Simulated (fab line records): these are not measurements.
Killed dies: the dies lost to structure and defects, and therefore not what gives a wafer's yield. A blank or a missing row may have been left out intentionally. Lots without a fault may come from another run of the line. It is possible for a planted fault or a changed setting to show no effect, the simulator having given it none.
8D (eight disciplines) problem report, filled in by code | flow berkeley cmos170 | the parts of the form that need people (team, actions taken, sign-off) are left out

1. WHAT WENT WRONG
Wafers free of any fault read 1000 (standard deviation 6.2) for PLDD_TW at UCB170_PLDD_TW_MEAS_11, against a mean of 1124 on 6 wafers of 2 lots. That puts it +20 standard deviations away from the usual mean.
The first sign was on wafer L181.2 at day 10 08:12, on film metro-03. Wafers with a number at this step in the record: 42, from 14 lots. By rule, "out" or "out of limits" means more than 4 standard deviations away from the usual mean. The rest of the wafers with a number are treated as sound.

2. WHAT IT IS; WHAT IT IS NOT
question                    | is                           | is not
which readings at this step | PLDD_TW                      | -
which lots                  | L181, L186                   | L171, L172, L173, L174, L175, L176, L177, L178, L179, L189, L190, L191
which wafers of those lots  | all that have a number       | -
read on which gauges        | film metro-02, film metro-03 | film metro-01
when                        | from day 10 08:12            | up to then (27 sound wafers); but 9 sound wafers of L189, L190, L191 came after

3. SUSPECTS, AND WHAT RULES EACH OUT
Counting: a tool stays on the suspect list if, at a process step up to the reading, it processed all lots that are out and no sound lot following the first of them.
- ruled out: the gauge at UCB170_PLDD_TW_MEAS_11. The wafers that are out were read on 2 gauges (film metro-02, film metro-03).
- implanter-04 at UCB170_PLDD_IMPLANT_08: kept. All lots that are out passed through it, beginning with L181 at day 10 07:49, and no sound lot followed; its final sound lot before that point was L176 at day 8 14:33. Its own beam on s, dose ions cm2, faraday current uA readings are out on those wafers.
After counting, what remains is implanter-04 at UCB170_PLDD_IMPLANT_08.

4. THE CAUSE (what the simulator had put in)
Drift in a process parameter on implanter-04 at UCB170_PLDD_IMPLANT_08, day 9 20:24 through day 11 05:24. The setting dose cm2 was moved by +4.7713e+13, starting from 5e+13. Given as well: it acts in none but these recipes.
This tool alone remained once counting was done.

5. THE EFFECT CHAIN, in route order
One row per reading whose mean, taken over the struck wafers that have a number, lies over 3 standard deviations from the usual. Scope: only readings with a usual standard deviation given in the record; hours: median across lots of the time from each lot's start at the first step in this table that gives one to its start at this step; sigmas: change in usual standard deviations.
hours | step                       | reading            | usual       | on struck wafers | change | sigmas
0     | UCB170_PLDD_IMPLANT_08     | beam on s          | 10.02 s     | 15.50            | +5.48  | +27
0     | UCB170_PLDD_IMPLANT_08     | dose ions cm2      | 5e+13       | 1e+14            | +5e+13 | +99 or more
0     | UCB170_PLDD_IMPLANT_08     | faraday current uA | 158         | 200              | +42    | +14
0     | UCB170_PLDD_TW_MEAS_11     | PLDD_TW            | 1000        | 1124             | +124   | +20
15    | UCB170_SDANNEAL_RS_MEAS_04 | PLDD_RS            | 1030 ohm/sq | 766              | -264   | -73
Its process steps:
- UCB170_PLDD_IMPLANT_08
At these later measuring or inspecting steps, every struck wafer for which the step has a row has a number for every such reading, and none has moved that far: UCB170_SPACER_THK_MEAS_01.

6. WHAT WOULD HAVE CAUGHT IT SOONER
The first out-of-limits reading at a measuring or inspecting step in this record came at day 10 08:12, 12 hours after the fault's start at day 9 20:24.
At UCB170_PLDD_IMPLANT_08, the tool's own readings (beam on s, dose ions cm2, faraday current uA) were out on each struck wafer the step has a row for, so an alarm limit on them would have fired on the first such wafer.
Among the 2 lots that are out, L186 began UCB170_PLDD_IMPLANT_08 on implanter-04 after day 10 08:12. Had the tool been put on hold then, it would have been spared.
